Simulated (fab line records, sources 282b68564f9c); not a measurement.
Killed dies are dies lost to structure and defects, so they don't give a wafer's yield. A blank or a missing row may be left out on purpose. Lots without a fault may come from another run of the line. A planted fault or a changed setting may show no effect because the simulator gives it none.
A struck lot beside a sound one | flow rit_cmos | 15 steps out of a route of 202
Sound: wafers L917.2, L917.4, L917.5. Struck: wafers L932.1, L932.4, L932.5. The cause comes at the end.
At each step with rows: each side's tool, then ch and its chambers, then its first start. Under that, the readings that differ: sound wafers | struck wafers | difference of the means | sigmas: that difference in standard deviations of wafers without a fault.
alike: readings whose means differ by less than 2 such deviations, and words and numbers that are the same on both sides. not compared: withheld readings, readings that some wafer has no value for, bounds like >300 that may hide the same value, and numbers for which the record gives no deviation and whose values overlap.
The two part at a step that has a row with sigmas, a row that says differs or no value, or rows on one side only. Numbers that don't overlap but have no deviation are shown without sigmas and don't part them. A reading that every wafer of one side lacks parts them only if that side has two wafers or more.

first, 1 step without rows for these wafers: RIT_SDANNEAL_CLEAN_02 (cleans in SC2, time 600 s).
RIT_SDANNEAL_RTA_03: time 5 s.
  sound on rtp_anneal-02 ch 0, day 3 10:43; struck on rtp_anneal-01 ch 0, day 6 17:41
  alike: wafer_temp_C_max
RIT_SDANNEAL_RS_MEAS_04: measures by four-point-probe.
  sound on film_metro-03, day 3 10:47; struck on film_metro-04, day 6 17:44
  alike: PSD_RS
RIT_SDANNEAL_RS_MEAS_05: measures by four-point-probe.
  sound on film_metro-03, day 3 10:55; struck on film_metro-04, day 6 17:52
  alike: NSD_RS
RIT_SDANNEAL_RS_MEAS_06: measures by four-point-probe.
  sound on film_metro-03, day 3 11:02; struck on film_metro-04, day 6 17:59
  alike: PLDD_RS
RIT_SDANNEAL_RS_MEAS_07: measures by four-point-probe.
  sound on film_metro-03, day 3 11:09; struck on film_metro-04, day 6 18:06
  alike: NLDD_RS
then, 1 step without rows for these wafers: RIT_SILICIDE_WET_ETCH_00 (etches SiO2 in BOE, target depth 14 nm, time 15 s).
RIT_SILICIDE_SPUTTER_01: material Ti, target thk 30 nm, time 240 s.
  sound on pvd_sputter-03, day 3 11:16; struck on pvd_sputter-03, day 6 18:14
  alike: throttle_valve_pct
RIT_SILICIDE_RS_MEAS_02: measures by four-point-probe.
  sound on film_metro-02, day 3 11:26; struck on film_metro-02, day 6 18:23
  alike: SILICIDE_TI_RS
RIT_SILICIDE_THK_MEAS_03: measures by xrf.
  sound on film_metro-02, day 3 11:33; struck on film_metro-02, day 6 18:30
  alike: SILICIDE_TI_THK
RIT_SILICIDE_RTA_04: time 10 s, ramp up 5 s, ramp down 5 s.
  sound on rtp_anneal-01 ch 0, day 3 11:37; struck on rtp_anneal-02 ch 0, day 6 18:34
  alike: wafer_temp_C_max
then, 1 step without rows for these wafers: RIT_SILICIDE_WET_ETCH_05 (etches Ti in SPM, time 120 s).
RIT_SILICIDE_RTA_06: time 10 s, ramp up 5 s, ramp down 10 s.
  sound on rtp_anneal-02 ch 0, day 3 11:43; struck on rtp_anneal-01 ch 0, day 6 18:40
  reading          | sound             | struck            | difference | sigmas
  wafer_temp_C_max | 752.5 752.7 752.3 | 693.2 693.2 694.0 | -59.0      | -82
RIT_CONTACT_CVD_00: deposits SiO2 from TEOS, target thk 400 nm, time 61 s.
  sound on pecvd-04 ch 0,2, day 3 11:46; struck on pecvd-04 ch 0,1, day 6 18:44
  alike: heater_power_w, susceptor_temp_C
RIT_M1_PROBE_99:
  sound on prober-01, day 3 18:13; struck on prober-02, day 7 01:17
  reading                           | sound             | struck            | difference | sigmas
  model.etest.npoly_sal.rs_ohm_sq   | 4.383 4.308 4.246 | 13.93 13.68 13.85 | +9.51      |
  model.etest.ppoly_sal.rs_ohm_sq   | 4.342 4.284 4.208 | 13.55 13.46 13.58 | +9.25      |
  model.etest.pplus_sal.rs_ohm_sq   | 4.328 4.289 4.249 | 13.55 13.34 13.42 | +9.15      |
  model.etest.nplus_sal.rs_ohm_sq   | 4.326 4.229 4.239 | 13.48 13.27 13.45 | +9.14      |
  model.etest.pplus_sal.line_ohm_um | 1.257 1.227 1.246 | 3.901 3.817 3.953 | +2.647     |
  model.etest.nplus_sal.line_ohm_um | 1.261 1.268 1.231 | 3.896 3.842 3.9   | +2.626     |
  model.etest.contact_pplus.rc_ohm  | 1.456 1.339 1.415 | 3.891 3.744 3.833 | +2.419     |
  model.etest.contact_ppoly.rc_ohm  | 1.337 1.369 1.365 | 3.999 3.93 3.796  | +2.551     |
  alike: killed_at_contacts, killed_at_front_end, killed_dies, killed_open, killed_short

WHERE THEY PART
Only at RIT_SILICIDE_RTA_06, within this record. Later steps at which nothing parts them and some readings are alike: RIT_CONTACT_CVD_00, RIT_M1_PROBE_99.

WHY: what the simulator had put in
Process parameter drift: rtp_anneal-01, from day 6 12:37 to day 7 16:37, at RIT_SILICIDE_RTA_06. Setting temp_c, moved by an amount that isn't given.
